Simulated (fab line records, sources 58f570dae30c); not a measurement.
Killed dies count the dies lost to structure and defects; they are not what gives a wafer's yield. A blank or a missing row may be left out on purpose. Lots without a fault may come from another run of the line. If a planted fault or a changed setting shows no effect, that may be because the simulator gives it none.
Which tool was responsible?    flow berkeley-cmos170    14 lots, 42 wafers sampled, at 5 steps of a route of 331

WHAT THE GAUGES SHOWED, per wafer
UCB170_NWELL_THK_MEAS_05.
lot   measured     on             NWELL_NITRIDE_THK (nm)
L363  day 2 20:16  film-metro-04  218.9 217.7 221.4
L364  day 2 20:16  film-metro-02  224.2 223.8 220.9
L365  day 3 04:06  film-metro-02  225.0 225.1 224.7
L367  day 3 11:29  film-metro-04  221.8 223.5 220.6
L368  day 3 18:21  film-metro-01  223.6 221.8 224.6
L369  day 4 02:01  film-metro-02  220.3 223.2 221.7
L372  day 4 17:00  film-metro-01  225.1 225.1 225.2
L373  day 4 17:04  film-metro-01  227.4 227.0 224.6
L374  day 5 01:49  film-metro-04  226.5 223.6 225.2
L376  day 5 07:34  film-metro-04  220.7 220.7 220.7
L377  day 5 21:10  film-metro-02  220.7 222.1 221.6
L378  day 5 21:10  film-metro-01  224.3 224.7 223.3
L379  day 6 07:41  film-metro-02  225.2 225.4 225.4
L385  day 7 03:07  film-metro-02  223.1 223.3 225.5

UCB170_PWELL_THK_MEAS_06.
lot   measured     on             PWELL_NITRIDE_THK (nm)
L363  day 3 15:34  film-metro-02  221.8 218.7 220.7
L364  day 3 15:34  film-metro-04  224.7 222.2 224.6
L365  day 3 22:11  film-metro-03  219.8 218.0 219.1
L367  day 4 11:49  film-metro-02  221.5 218.5 218.1
L368  day 4 17:31  film-metro-04  218.3 219.4 219.4
L369  day 5 00:18  film-metro-03  218.3 218.5 216.9
L372  day 5 17:26  film-metro-03  219.3 216.7 217.1
L373  day 5 17:26  film-metro-02  222.2 221.8 223.1
L374  day 6 11:20  film-metro-03  316.9 316.4 316.1
L376  day 6 11:17  film-metro-04  317.5 319.1 318.9
L377  day 6 17:44  film-metro-03  216.3 216.3 215.3
L378  day 6 17:44  film-metro-04  221.9 222.7 222.9
L379  day 7 05:51  film-metro-04  221.8 220.8 220.8
L385  day 7 21:53  film-metro-03  216.6 218.2 219.5

UCB170_PWELL_OVL_MEAS_13.
lot   measured     on          PWELL_OVL (nm)
L363  day 3 16:44  overlay-02  1 6 -9
L364  day 3 16:28  overlay-02  -3 -4 -5
L365  day 4 00:07  overlay-01  3 10 0
L367  day 4 13:08  overlay-01  3 -2 -2
L368  day 4 18:50  overlay-01  4 -3 -1
L369  day 5 01:16  overlay-02  -6 -3 3
L372  day 5 18:28  overlay-02  2 1 8
L373  day 5 18:42  overlay-01  4 3 -7
L374  day 6 12:38  overlay-01  -8 -1 -12
L376  day 6 12:23  overlay-02  12 6 9
L377  day 6 21:05  overlay-02  -5 -2 -2
L378  day 6 20:53  overlay-01  0 -2 -4
L379  day 7 06:58  overlay-02  -3 0 2
L385  day 7 23:13  overlay-01  -3 1 -3

WHICH TOOL RAN EACH LOT (tool, then ch and the chambers of the sampled wafers, then the start)
lot   UCB170_ZERO_ETCH_06                UCB170_PWELL_CVD_05
L363  rie-diel-02 ch 0,2,3, day 2 08:14  lpcvd-02 ch 1, day 3 13:38
L364  rie-diel-03 ch 1,2,3, day 2 08:17  lpcvd-02 ch 0, day 3 13:38
L365  rie-diel-03 ch 0,1,3, day 2 14:01  lpcvd-01 ch 1, day 3 20:16
L367  rie-diel-04 ch 2,3, day 2 19:17    lpcvd-01 ch 0, day 4 09:52
L368  rie-diel-03 ch 0,1,3, day 3 05:47  lpcvd-01 ch 1, day 4 15:36
L369  rie-diel-04 ch 0,1, day 3 12:02    lpcvd-01 ch 1, day 4 22:23
L372  rie-diel-03 ch 1,2,3, day 3 23:58  lpcvd-02 ch 0, day 5 15:31
L373  rie-diel-04 ch 1,2,3, day 4 02:35  lpcvd-02 ch 0, day 5 15:31
L374  rie-diel-02 ch 0,1, day 4 11:05    lpcvd-02 ch 0, day 6 09:22
L376  rie-diel-02 ch 0,2,3, day 4 16:59  lpcvd-02 ch 0, day 6 09:22
L377  rie-diel-03 ch 0,1,3, day 5 04:03  lpcvd-01 ch 0, day 6 15:49
L378  rie-diel-04 ch 1,2,3, day 5 04:07  lpcvd-01 ch 0, day 6 15:49
L379  rie-diel-03 ch 1,3, day 5 11:08    lpcvd-01 ch 1, day 7 03:56
L385  rie-diel-03 ch 0,2,3, day 6 17:14  lpcvd-01 ch 0, day 7 19:58
- UCB170_ZERO_ETCH_06: etches SiO2 in CHF3/CF4/Ar, time 12 s.
- UCB170_PWELL_CVD_05: deposits Si3N4 from SiH2Cl2/NH3, target thk 220 nm, time 3300 s.

WHAT THE TOOLS THEMSELVES READ (means of the sampled wafers that have a number; where no wafer has one, the mark that the record gives instead)
UCB170_ZERO_ETCH_06.
lot   tool         drypump-motor-current-A (A)  oes-product-au (a.u.)  throttle-valve-pct (%)
L363  rie-diel-02  5.7                          0.616                  9.36
L364  rie-diel-03  5.6                          0.626                  9.30
L365  rie-diel-03  5.9                          0.622                  9.33
L367  rie-diel-04  5.0                          0.627                  9.26
L368  rie-diel-03  5.8                          0.626                  9.32
L369  rie-diel-04  6.2                          0.624                  9.20
L372  rie-diel-03  5.6                          0.626                  9.32
L373  rie-diel-04  5.2                          0.624                  9.22
L374  rie-diel-02  5.5                          0.624                  9.22
L376  rie-diel-02  5.7                          0.619                  9.36
L377  rie-diel-03  5.9                          0.622                  9.31
L378  rie-diel-04  5.2                          0.627                  9.23
L379  rie-diel-03  5.3                          0.625                  9.32
L385  rie-diel-03  5.9                          0.631                  9.28

UCB170_PWELL_CVD_05.
lot   tool      spike-tc-centre-C (C)  spike-tc-load-C (C)  spike-tc-source-C (C)  susceptor-temp-C (C)  zone-power-centre-pct (%)
L363  lpcvd-02  801.5                  822.2                821                    800.0                 38.8
L364  lpcvd-02  800.8                  823.5                822                    799.8                 42.3
L365  lpcvd-01  802.1                  821.8                812                    800.0                 34.5
L367  lpcvd-01  802.1                  824.6                821                    800.3                 38.0
L368  lpcvd-01  801.0                  821.4                812                    800.2                 34.3
L369  lpcvd-01  803.4                  821.2                813                    799.9                 34.5
L372  lpcvd-02  799.7                  823.7                823                    800.4                 42.1
L373  lpcvd-02  798.3                  822.5                823                    800.1                 42.1
L374  lpcvd-02  820.7                  843.8                844                    820.9                 43.5
L376  lpcvd-02  821.4                  844.2                844                    820.4                 43.6
L377  lpcvd-01  801.6                  826.1                822                    800.3                 37.3
L378  lpcvd-01  802.3                  824.8                821                    800.3                 38.0
L379  lpcvd-01  803.7                  822.4                813                    800.0                 34.4
L385  lpcvd-01  800.9                  824.3                823                    800.0                 37.5

THE ANSWER, worked out from the rows above alone
Rule: the usual values come from the lots themselves. The widest of any qualifying gaps counts: lots, ordered by their means at a reading, are off when they make up no more than a third of the lots, leave a main group of 4 or more, and stand apart from it by 3 or more times the standard deviation of that group's means. If all means in a main group match to the digits the tables above print for the reading, that group is not used. A lot without any number at a reading at which 4 lots or more have one is off too. All remaining lots with rows at the step are treated as sound. First the gauges in route order, then the tools' own readings, where a lot's mean is used as printed above. At the first step where some lot is off, the reading lying furthest off is the one used; lots without a number count as furthest.
Off: L374, L376, seen at UCB170_PWELL_THK_MEAS_06 (PWELL_NITRIDE_THK). Main group: mean 219.8 nm, sd 2.2.
If a tool, at a process step before that reading, ran all the lots that are off and no sound lot after the first of them, it fits. The gauges at UCB170_PWELL_THK_MEAS_06 aren't tried: what is off there is off at UCB170_PWELL_CVD_05 too, on other tools, and a gauge's error can't cause that. Can't be told from this: 2 tools fit, rie-diel-02 at UCB170_ZERO_ETCH_06, lpcvd-02 at UCB170_PWELL_CVD_05.

WHAT THE SIMULATOR HAD INSERTED
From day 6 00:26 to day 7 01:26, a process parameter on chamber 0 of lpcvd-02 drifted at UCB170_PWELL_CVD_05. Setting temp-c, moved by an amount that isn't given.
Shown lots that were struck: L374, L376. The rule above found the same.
